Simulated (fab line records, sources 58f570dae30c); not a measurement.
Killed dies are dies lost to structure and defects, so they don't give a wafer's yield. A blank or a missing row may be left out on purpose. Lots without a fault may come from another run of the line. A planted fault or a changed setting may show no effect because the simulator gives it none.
One fault seen from 2 desks | flow berkeley_cmos170 | each desk has only its own numbers; what lay behind them comes last

THE TOOL OWNER'S DESK: rie_diel-03
The tool's own readings at UCB170_PWELL_ETCH_14 (etches Si3N4 in CH3F/Ar/O2, stops on SiO2, target depth 242 nm, time 151 s): means of the sampled wafers that have a number, for each lot that ran on this tool. A lot is out of limits, marked OUT, if its mean lies more than 4 standard deviations from the usual mean; the brackets give that distance.
Columns: A = drypump_motor_current_A at UCB170_PWELL_ETCH_14, usual 5.96 A; B = oes_product_au at UCB170_PWELL_ETCH_14, usual 0.939 a.u.; C = throttle_valve_pct at UCB170_PWELL_ETCH_14, usual 8.07 %
lot  | first seen here | A    | B                | C
L706 | day 3 10:16     | 5.87 | 0.934            | 8.04
L709 | day 3 22:48     | 5.85 | 0.946            | 8.13
L711 | day 4 07:31     | 5.86 | 0.938            | 8.04
L714 | day 5 01:42     | 6.02 | 0.952            | 7.98
L721 | day 6 07:29     | 5.85 | 0.832 (-7.2) OUT | 8.11
This desk's finding: out of limits on L721; first on L721, day 6 07:29 (oes_product_au at UCB170_PWELL_ETCH_14). In limits: L706, L709, L711, L714.

THE METROLOGY DESK
What the gauges read, lot by lot, whatever tool the lot ran on: means of the sampled wafers that have a number. A lot is out of limits, marked OUT, if its mean lies more than 4 standard deviations from the usual mean; the brackets give that distance.
Columns: A = START_OXIDE_THK at UCB170_START_THK_MEAS_03, usual 19.8 nm; B = ACTIVE_OVL at UCB170_ACTIVE_OVL_MEAS_14, usual 1 nm
lot  | first seen here | A    | B
L706 | day 1 13:20     | 20.2 | -7
L707 | day 1 20:43     | 19.8 | 2
L708 | day 2 04:38     | 19.0 | -3
L709 | day 2 04:38     | 20.0 | 13
L710 | day 2 11:28     | 20.2 | 1
L711 | day 2 17:14     | 19.7 | 7
L712 | day 2 22:10     | 19.9 | 2
L714 | day 3 08:39     | 20.0 | 1
L721 | day 4 18:03     | 19.7 | 5
L722 | day 4 23:02     | 19.8 | 5
L725 | day 5 14:41     | 19.9 | -2
L727 | day 6 01:01     | 19.7 | -6
L729 | day 6 12:23     | 19.7 | -5
This desk's finding: nothing out of limits on any of the 13 lots.

PUT TOGETHER
The tool owner's desk could have raised an alarm at day 6 07:29, on L721.
The metrology desk saw nothing out of limits.
The metrology desk has L721 on record, within its limits.
Of the lots named, all ran UCB170_PWELL_ETCH_14 on rie_diel-03.

WHAT THE SIMULATOR HAD PUT IN
Process parameter drift: rie_diel-03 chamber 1, from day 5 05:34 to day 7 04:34, at UCB170_PWELL_ETCH_14. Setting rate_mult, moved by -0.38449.
Lots struck among those shown: L721.
Hours from the fault's start to each desk's first reading out of limits: the tool owner's desk, 26.
